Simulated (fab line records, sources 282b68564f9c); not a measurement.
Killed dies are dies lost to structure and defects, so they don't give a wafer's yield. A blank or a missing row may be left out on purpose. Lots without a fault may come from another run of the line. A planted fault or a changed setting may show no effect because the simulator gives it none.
Which tool did it? | flow rit_cmos | 15 lots, 45 wafers sampled, at 4 steps of a route of 202

WHAT THE GAUGES READ, wafer by wafer
RIT_NRETRO_OVL_MEAS_06. Usual: NRETRO_OVL -0.2 nm, standard deviation 1.5.
lot  | measured    | on         | NRETRO_OVL (nm)      | flag
L175 | day 2 06:55 | overlay-02 | 1.6 0.1 0.4          |
L177 | day 2 15:02 | overlay-02 | -1.5 -0.4 -0.9       |
L178 | day 2 20:13 | overlay-01 | 0.3 0.3 -0.3         |
L179 | day 3 02:16 | overlay-01 | -1.1 -1.6 -2.4       |
L180 | day 3 07:19 | overlay-02 | -3.5 -3.3 -3.3       |
L181 | day 3 13:37 | overlay-01 | 1.2 2.0 1.0          |
L183 | day 3 21:44 | overlay-01 | 0.9 0.3 -0.2         |
L184 | day 4 02:28 | overlay-01 | -2.2 0.4 -0.8        |
L187 | day 4 18:16 | overlay-02 | -298.7 -299.4 -299.3 | OFF
L188 | day 4 23:14 | overlay-01 | -298.2 -297.7 -297.4 | OFF
L190 | day 5 07:38 | overlay-01 | -1.7 -1.8 -1.9       |
L192 | day 5 19:21 | overlay-02 | -297.9 -299.3 -297.6 | OFF
L196 | day 6 14:05 | overlay-02 | -1.4 -1.2 -2.8       |
L197 | day 6 20:13 | overlay-02 | 1.0 2.2 2.6          |
L198 | day 7 02:40 | overlay-02 | -1.5 -0.9 -1.1       |

RIT_M1_CD_MEAS_09: target cd 2600 nm. Usual: cd_nm 2599.9 nm, standard deviation 2.7.
lot  | measured    | on        | cd_nm (nm)           | flag
L175 | day 3 07:38 | cd_sem-02 | 2601.4 2601.7 2600.8 |
L177 | day 3 18:18 | cd_sem-02 | 2600.0 2597.9 2597.3 |
L178 | day 3 22:37 | cd_sem-02 | 2595.9 2595.3 2595.2 |
L179 | day 4 02:49 | cd_sem-01 | 2599.4 2599.0 2598.8 |
L180 | day 4 07:28 | cd_sem-02 | 2597.4 2596.6 2598.5 |
L181 | day 4 14:47 | cd_sem-01 | 2599.5 2600.0 2601.1 |
L183 | day 5 00:43 | cd_sem-01 | 2600.3 2597.6 2598.8 |
L184 | day 5 02:40 | cd_sem-02 | 2600.3 2599.1 2597.6 |
L187 | day 5 18:46 | cd_sem-01 | 2597.8 2597.1 2597.0 |
L188 | day 6 00:49 | cd_sem-02 | 2599.9 2600.2 2598.2 |
L190 | day 6 08:37 | cd_sem-02 | 2603.1 2605.8 2603.7 |
L192 | day 6 20:05 | cd_sem-02 | 2601.1 2600.4 2600.2 |
L196 | day 7 15:09 | cd_sem-01 | 2597.7 2599.1 2599.3 |
L197 | day 7 21:17 | cd_sem-01 | 2600.0 2600.2 2597.6 |
L198 | day 8 04:04 | cd_sem-01 | 2601.6 2603.3 2601.7 |

RIT_M1_OVL_MEAS_10. Usual: M1_OVL 0.9 nm, standard deviation 1.5.
lot  | measured    | on         | M1_OVL (nm)    | flag
L175 | day 3 07:44 | overlay-01 | 0.1 -1.0 -0.4  |
L177 | day 3 18:23 | overlay-02 | -0.1 2.1 2.2   |
L178 | day 3 22:44 | overlay-01 | 0.0 1.9 1.3    |
L179 | day 4 02:56 | overlay-02 | 2.6 1.7 1.7    |
L180 | day 4 07:35 | overlay-02 | -1.0 1.2 -0.5  |
L181 | day 4 14:55 | overlay-02 | 0.4 3.1 1.4    |
L183 | day 5 00:50 | overlay-02 | 1.2 -0.1 2.5   |
L184 | day 5 02:47 | overlay-01 | -0.8 -0.4 0.2  |
L187 | day 5 18:53 | overlay-01 | 1.9 0.3 -0.4   |
L188 | day 6 00:56 | overlay-02 | 0.4 -1.6 -0.8  |
L190 | day 6 08:44 | overlay-02 | 0.4 -2.7 -1.4  |
L192 | day 6 20:10 | overlay-01 | 4.1 4.4 2.3    |
L196 | day 7 15:16 | overlay-01 | -1.1 -0.5 -0.8 |
L197 | day 7 21:23 | overlay-02 | 2.4 2.2 2.1    |
L198 | day 8 04:11 | overlay-02 | -0.8 2.7 3.0   |

WHICH TOOL RAN EACH LOT (tool, then ch and the chambers of the sampled wafers, then the start)
lot  | RIT_NRETRO_EXPOSE_03
L175 | iline_stepper-02 ch 0, day 2 06:29
L177 | iline_stepper-01 ch 0, day 2 14:37
L178 | iline_stepper-02 ch 0, day 2 19:47
L179 | iline_stepper-01 ch 0, day 3 01:50
L180 | iline_stepper-01 ch 0, day 3 06:47
L181 | iline_stepper-01 ch 0, day 3 13:11
L183 | iline_stepper-02 ch 0, day 3 21:19
L184 | iline_stepper-02 ch 0, day 4 02:02
L187 | iline_stepper-02 ch 0, day 4 17:52
L188 | iline_stepper-02 ch 0, day 4 22:49
L190 | iline_stepper-01 ch 0, day 5 07:13
L192 | iline_stepper-02 ch 0, day 5 18:56
L196 | iline_stepper-01 ch 0, day 6 13:40
L197 | iline_stepper-01 ch 0, day 6 19:41
L198 | iline_stepper-01 ch 0, day 7 02:14
- RIT_NRETRO_EXPOSE_03: exposes mask M4, target cd 43900 nm.

WHAT THE TOOLS THEMSELVES READ (means of the sampled wafers that have a number; where no wafer has one, the mark that the record gives instead)
The record holds no such reading with a usual standard deviation.

THE ANSWER, worked out from the rows above alone
Rule: a lot is off if the mean of its wafers that have a number lies more than 3 standard deviations from the usual mean. A lot without any number at a reading at which 4 lots or more have one is off too. The other lots that the step has rows for count as sound. The gauges are gone through in route order, then the tools' own readings, and for those a lot's mean is taken as printed above. The first step at which some lot is off is used, and at that step the reading that is off furthest; a lot without a number counts as furthest.
Off: L187, L188, L192, at RIT_NRETRO_OVL_MEAS_06 (NRETRO_OVL).
A tool fits if, at a process step before that reading, it ran every lot that is off, and no sound lot after the first of them. The gauges at RIT_NRETRO_OVL_MEAS_06 are tried like those tools. One fits: iline_stepper-02 at RIT_NRETRO_EXPOSE_03. Its last sound lot is L184 (day 4 02:02), its first lot that is off L187 (day 4 17:52): a fault that began between those two fits.

WHAT THE SIMULATOR HAD PUT IN
Scanner matching overlay: iline_stepper-02, from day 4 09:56 on, at RIT_NRETRO_EXPOSE_03. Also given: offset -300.
Lots struck among those shown: L187, L188, L192. The rule above found the same.
